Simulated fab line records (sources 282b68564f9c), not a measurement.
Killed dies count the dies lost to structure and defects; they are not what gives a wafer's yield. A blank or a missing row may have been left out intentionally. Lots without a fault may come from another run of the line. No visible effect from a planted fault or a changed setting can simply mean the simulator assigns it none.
Lot-split experiment | flow rit cmos | on a route of 202 steps: 5 lots, 23 wafers read

ABOUT THE SPLIT
At RIT_NRETRO_IMPLANT_08, the setting energy kev was moved away from the recipe's 70 on 5 of the 23 wafers read, by +1.6% to +3.6%. For the rest of the wafers, this setting stayed at what the recipe calls for.

Reading taken at the split's own step.

THE READING
In nm, at RIT_NRETRO_IMPLANT_08: implant.drp nm, which is the simulator's own figure and was read by no gauge. No usual value for it is given in the file.

wafer  | tool, chamber at the split | energy kev as run | against the recipe | implant.drp nm, nm | against lot-mates on the recipe
L078.1 | implanter-04, 0            | 72.55             | +3.6%              | 34.97              | +1.03
L078.3 | implanter-04, 0            | 72.55             | +3.6%              | 34.97              | +1.03
L078.2 | implanter-04, 0            | 70                | recipe             | 33.94              | -
L078.4 | implanter-04, 0            | 70                | recipe             | 33.94              | -
L078.5 | implanter-04, 0            | 70                | recipe             | 33.94              | -
L079.1 | implanter-01, 0            | 70                | recipe             | 33.94              | -
L079.2 | implanter-01, 0            | 70                | recipe             | 33.94              | -
L079.3 | implanter-01, 0            | 70                | recipe             | 33.94              | -
L079.4 | implanter-01, 0            | 70                | recipe             | 33.94              | -
L079.5 | implanter-01, 0            | 70                | recipe             | 33.94              | -
L080.1 | implanter-02, 0            | 71.13             | +1.6%              | 34.4               | +0.46
L080.4 | implanter-02, 0            | 71.13             | +1.6%              | 34.4               | +0.46
L080.5 | implanter-02, 0            | 71.13             | +1.6%              | 34.4               | +0.46
L080.3 | implanter-02, 0            | 70                | recipe             | 33.94              | -
L080.6 | implanter-02, 0            | 70                | recipe             | 33.94              | -
L083.1 | implanter-02, 0            | 70                | recipe             | 33.94              | -
L083.2 | implanter-02, 0            | 70                | recipe             | 33.94              | -
L083.3 | implanter-02, 0            | 70                | recipe             | 33.94              | -
L083.4 | implanter-02, 0            | 70                | recipe             | 33.94              | -
L083.5 | implanter-02, 0            | 70                | recipe             | 33.94              | -
L085.1 | implanter-02, 0            | 70                | recipe             | 33.94              | -
L085.5 | implanter-02, 0            | 70                | recipe             | 33.94              | -
L085.6 | implanter-02, 0            | 70                | recipe             | 33.94              | -

FIT RESULTS
A straight line over all 23 wafers: implant.drp nm changes by +0.283 nm for each +1% of energy kev; r = +1.00; the points scatter about the line by 0.0012 nm.
The same after taking each lot's own level away (the mean of its wafers on the recipe; 23 wafers): +0.283 nm for each +1%; r = +1.00; scatter 0.0012 nm.
The reading moves by 1 nm for the largest change in energy kev, on that fit.
The lots' own levels span 33.940 to 33.940 nm.
Consequently the slope shifts little with the lot-to-lot level, the two slopes agreeing.
Check: for one of the wafers moved furthest among these (+3.6%), held out of the fit, the line's prediction against its lot-mates is +1.03 nm. Against them it came out at +1.03 nm.

OTHER SPLITS ON THESE WAFERS
Note: prior to the reading, these wafers also went through further splits. Each is held against what the fit with the lots' levels taken away leaves over:
other split on the same wafers     | wafers away from the commonest value | r with implant.drp nm (lot level and that fit taken away)
RIT_ACTIVE_CVD_03 time s           | 18                                   | +0.61
RIT_ACTIVE_ETCH_13 rf w            | 8                                    | -0.30
RIT_ACTIVE_STRIP_14 pressure mtorr | 18                                   | +0.61
RIT_PWELL_IMPLANT_08 dose cm2      | 5                                    | -0.27

THE WHOLE CHAIN: every reading that the file lists as answering this split, in the file's order
step                  | what it does | reading                                                         | change (the file's fit)               | r (the file's)
RIT_NRETRO_IMPLANT_08 |              | implant.rp nm (the simulator's own value, which no gauge read)  | +0.893 nm for each +1% of the setting | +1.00
RIT_NRETRO_IMPLANT_08 |              | implant.drp nm (the simulator's own value, which no gauge read) | +0.285 nm for each +1% of the setting | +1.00

THE FILE'S OWN FIT
implant.drp nm changes by +0.285 nm for each +1% of energy kev, r = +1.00.
